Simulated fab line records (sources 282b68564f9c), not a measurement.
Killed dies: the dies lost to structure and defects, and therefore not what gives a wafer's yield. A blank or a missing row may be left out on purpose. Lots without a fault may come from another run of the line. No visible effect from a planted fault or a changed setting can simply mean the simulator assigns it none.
Which of the tools did it? + flow ritCmos + 42 wafers sampled from 14 lots at 1 step of a route of 202

== WHAT THE GAUGES READ, wafer by wafer ==
The record holds no reading of a measuring or inspecting step that can be judged against a usual standard deviation.

== WHICH TOOL RAN EACH LOT (tool, then ch and the chambers of the sampled wafers, then the start) ==
| lot  | RIT_REOX_OXIDATION_03        |
|------|------------------------------|
| L340 | furnace-01 ch 0, day 2 20:40 |
| L342 | furnace-03 ch 0, day 3 04:55 |
| L343 | furnace-03 ch 0, day 3 07:28 |
| L345 | furnace-04 ch 0, day 3 19:46 |
| L346 | furnace-01 ch 0, day 4 02:41 |
| L347 | furnace-04 ch 0, day 4 06:58 |
| L349 | furnace-01 ch 0, day 4 17:18 |
| L350 | furnace-04 ch 0, day 4 20:08 |
| L351 | furnace-04, day 5 00:17      |
| L352 | furnace-03, day 5 07:49      |
| L356 | furnace-04 ch 0, day 6 00:31 |
| L361 | furnace-03 ch 0, day 7 04:08 |
| L362 | furnace-01 ch 0, day 7 19:30 |
| L363 | furnace-03 ch 0, day 8 00:19 |
- RIT_REOX_OXIDATION_03: target thk 25.2 nm, ox time 5580 s.

== WHAT THE TOOLS THEMSELVES READ (means of the sampled wafers that have a number; where no wafer has one, the mark that the record gives instead) ==
RIT_REOX_OXIDATION_03. Usual: oxTempC 900.0 C, standard deviation 0.41; oxTempCMax 904.8, standard deviation 0.92.
| lot  | tool       | oxTempC (C) | oxTempCMax | flag |
|------|------------|-------------|------------|------|
| L340 | furnace-01 | 899.7       | 904.7      |      |
| L342 | furnace-03 | 899.8       | 904.3      |      |
| L343 | furnace-03 | 899.9       | 903.6      |      |
| L345 | furnace-04 | 900.4       | 906.7      |      |
| L346 | furnace-01 | 900.1       | 904.3      |      |
| L347 | furnace-04 | 900.1       | 905.1      |      |
| L349 | furnace-01 | 900.2       | 904.8      |      |
| L350 | furnace-04 | 900.0       | 905.6      |      |
| L351 | furnace-04 | -           | -          | OFF  |
| L352 | furnace-03 | -           | -          | OFF  |
| L356 | furnace-04 | 899.5       | 905.1      |      |
| L361 | furnace-03 | 899.5       | 904.2      |      |
| L362 | furnace-01 | 899.7       | 903.8      |      |
| L363 | furnace-03 | 900.3       | 904.6      |      |

== THE ANSWER, worked out from the rows above alone ==
Rule: lot off if the mean of its wafers having a number is beyond 3 standard deviations from the usual mean. Also off: a lot with no number at a reading for which 4 or more lots have one. The other lots that the step has rows for count as sound. After the gauges, taken in route order, come the tools' own readings; for these a lot's mean is taken, as printed above. The first step at which some lot is off is used, and at that step the reading that is off furthest; a lot without a number counts as furthest.
Off: L351, L352 (RIT_REOX_OXIDATION_03, oxTempC). Without a number there: L351, L352.
If a tool, at that step or one of the process steps before it, ran each lot that is off and ran no sound lot following the first of them, it fits. Not one of the candidates tried fits.

== WHAT THE SIMULATOR PUT IN ==
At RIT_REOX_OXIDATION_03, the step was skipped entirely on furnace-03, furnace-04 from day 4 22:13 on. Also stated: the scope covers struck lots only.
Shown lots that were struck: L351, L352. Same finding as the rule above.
